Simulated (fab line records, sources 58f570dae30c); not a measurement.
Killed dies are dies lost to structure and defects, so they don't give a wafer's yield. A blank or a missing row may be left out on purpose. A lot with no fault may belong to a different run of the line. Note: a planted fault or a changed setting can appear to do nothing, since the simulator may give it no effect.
Code-filled problem report in 8D (eight disciplines) form :: flow berkeley_cmos170 :: the parts of the form that need people (team, actions taken, sign-off) are left out

## 1. WHAT IS WRONG
spin_speed_rpm at UCB170_M2_COAT_09 reads a mean of 3119.0 rpm on 6 wafers of 2 lots; wafers without a fault read 3000.3 rpm with a standard deviation of 1.9. Measured from the usual mean, that is +62 standard deviations.
First observed at day 9 05:48: wafer L801.4, on litho_track-01. The record has a number at this step for 42 wafers belonging to 14 lots. The rule behind "out" and "out of limits": a value lying over 4 standard deviations away from the usual mean. Any other wafer with a number is counted as sound.

## 2. WHAT IT IS; WHAT IT IS NOT
question: which readings at this step
is: spin_speed_rpm
is not: -

question: which lots
is: L801, L802
is not: L791, L792, L793, L794, L800, L803, L808, L809, L811, L812, L813, L814

question: which wafers of those lots
is: all that have a number
is not: -

question: read on which tools
is: litho_track-01
is not: litho_track-02, litho_track-04

question: when
is: from day 9 05:48
is not: up to then (15 sound wafers); but 21 sound wafers of L803, L808, L809, L811, L812, L813, L814 came after

## 3. WHAT RULES OUT EACH SUSPECT
Counting: any tool at a process step up to the reading is kept as a suspect provided that every lot that is out went through it and no sound lot did after the first of them.
- plasma_asher-02 at UCB170_CONTACT_STRIP_06 (strips in O2): ruled out as a lasting fault. Following L801 (day 8 16:34), the first lot on it that is out, the sound lots L808, L811 were run on it.
- litho_track-01 at UCB170_M2_COAT_09: ruled out as a lasting fault. Following L801 (day 9 05:48), the first lot on it that is out, the sound lots L813, L814 were run on it.
Left after counting: nothing in the record.

## 4. THE CAUSE (what the simulator had put in)
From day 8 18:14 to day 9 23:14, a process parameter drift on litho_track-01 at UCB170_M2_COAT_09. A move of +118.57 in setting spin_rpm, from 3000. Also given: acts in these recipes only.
Counting ruled it out, wrongly.

## 5. SEQUENCE OF EFFECTS, ordered by route
One row per reading whose mean, taken over the struck wafers that have a number, lies over 3 standard deviations from the usual. Readings are gone through only where the record gives a usual standard deviation; hours: the median, over the lots, of the time from a lot's start at the first step in this table giving one to that lot's start at this step; sigmas: the change measured in usual standard deviations.
hours: 0
step: UCB170_M2_COAT_09
reading: spin_speed_rpm
usual: 3000.3 rpm
on struck wafers: 3119.0
change: +118.7
sigmas: +62
Here are the process steps it includes:
- UCB170_M2_COAT_09
At these later measuring or inspecting steps, every struck wafer for which the step has a row has a number for every such reading, and none has moved that far: UCB170_M2_CD_MEAS_90, UCB170_V2_CD_MEAS_12.

## 6. WHAT WOULD HAVE CAUGHT IT SOONER
In this record no reading fell out of limits until day 9 05:48, 12 hours after the fault had begun at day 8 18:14.
